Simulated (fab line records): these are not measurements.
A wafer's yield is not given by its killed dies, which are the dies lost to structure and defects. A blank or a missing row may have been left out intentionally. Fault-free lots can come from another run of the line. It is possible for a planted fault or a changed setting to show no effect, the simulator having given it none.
A single fault, viewed from 2 desks | flow rit cmos | each desk has only its own numbers; what lay behind them comes last

== AT THE TOOL OWNER'S DESK: litho track-02 ==
The tool's own readings at RIT_PSD_HMDS_00 (prime time 60 s): means of the sampled wafers that have a number, for each lot that ran on this tool. Any lot whose mean is over 4 standard deviations away from the usual mean is out of limits and marked OUT; that distance is given in the brackets.
Columns: A = prime temp c at RIT_PSD_HMDS_00, usual 139.98 C
lot  | first seen here | A
L950 | day 4 00:47     | 140.10
L952 | day 4 10:01     | 149.91 (+71) OUT
L955 | day 5 01:37     | 149.65 (+69) OUT
L965 | day 7 03:54     | 140.05
L966 | day 7 07:52     | 139.94
L967 | day 7 13:53     | 139.84
This desk's verdict: out of limits on L952, L955, starting with L952 at day 4 10:01 (prime temp c at RIT_PSD_HMDS_00). In limits: L950, L965, L966, L967.

== AT THE METROLOGY DESK ==
Means of the sampled wafers that have a number, per lot and without regard to the tool the lot ran on: this is what the gauges read. Any lot whose mean is over 4 standard deviations away from the usual mean is out of limits and marked OUT; that distance is given in the brackets.
Columns: A = NSD_OVL at RIT_NSD_OVL_MEAS_06, usual -0.2 nm; B = CONTACT_OVL at RIT_CONTACT_OVL_MEAS_09, usual -0.8 nm
lot  | first seen here | A    | B
L945 | day 2 23:47     | 1.0  | -1.0
L947 | day 3 09:39     | -2.1 | -2.1
L949 | day 3 19:01     | 0.7  | 0.2
L950 | day 4 00:11     | -0.8 | -0.9
L951 | day 4 05:02     | -2.7 | 0.0
L952 | day 4 09:26     | -1.9 | 0.0
L955 | day 5 01:03     | 0.3  | 0.3
L959 | day 5 21:26     | -0.8 | -2.3
L962 | day 6 14:05     | 1.9  | -1.3
L963 | day 6 18:23     | -0.6 | 0.8
L965 | day 7 03:19     | -1.0 | -0.3
L966 | day 7 07:18     | -0.5 | -2.1
L967 | day 7 13:08     | 0.4  | 1.0
L968 | day 7 19:31     | -0.5 | -0.6
This desk found nothing out of limits on any of the 14 lots.

== ALL TOGETHER ==
The tool owner's desk could have raised an alarm at day 4 10:01, on L952, L955.
Nothing out of limits was seen by the metrology desk.
The metrology desk has L952, L955 on record, within its limits.
On litho track-02, each named lot ran RIT_PSD_HMDS_00.

== WHAT WAS PUT IN BY THE SIMULATOR ==
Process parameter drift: litho track-02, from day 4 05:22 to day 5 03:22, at RIT_PSD_HMDS_00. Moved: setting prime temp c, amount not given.
Shown lots that were struck: L952, L955.
Delay in hours, fault start to first out-of-limits reading, by desk: the tool owner's desk at 5.
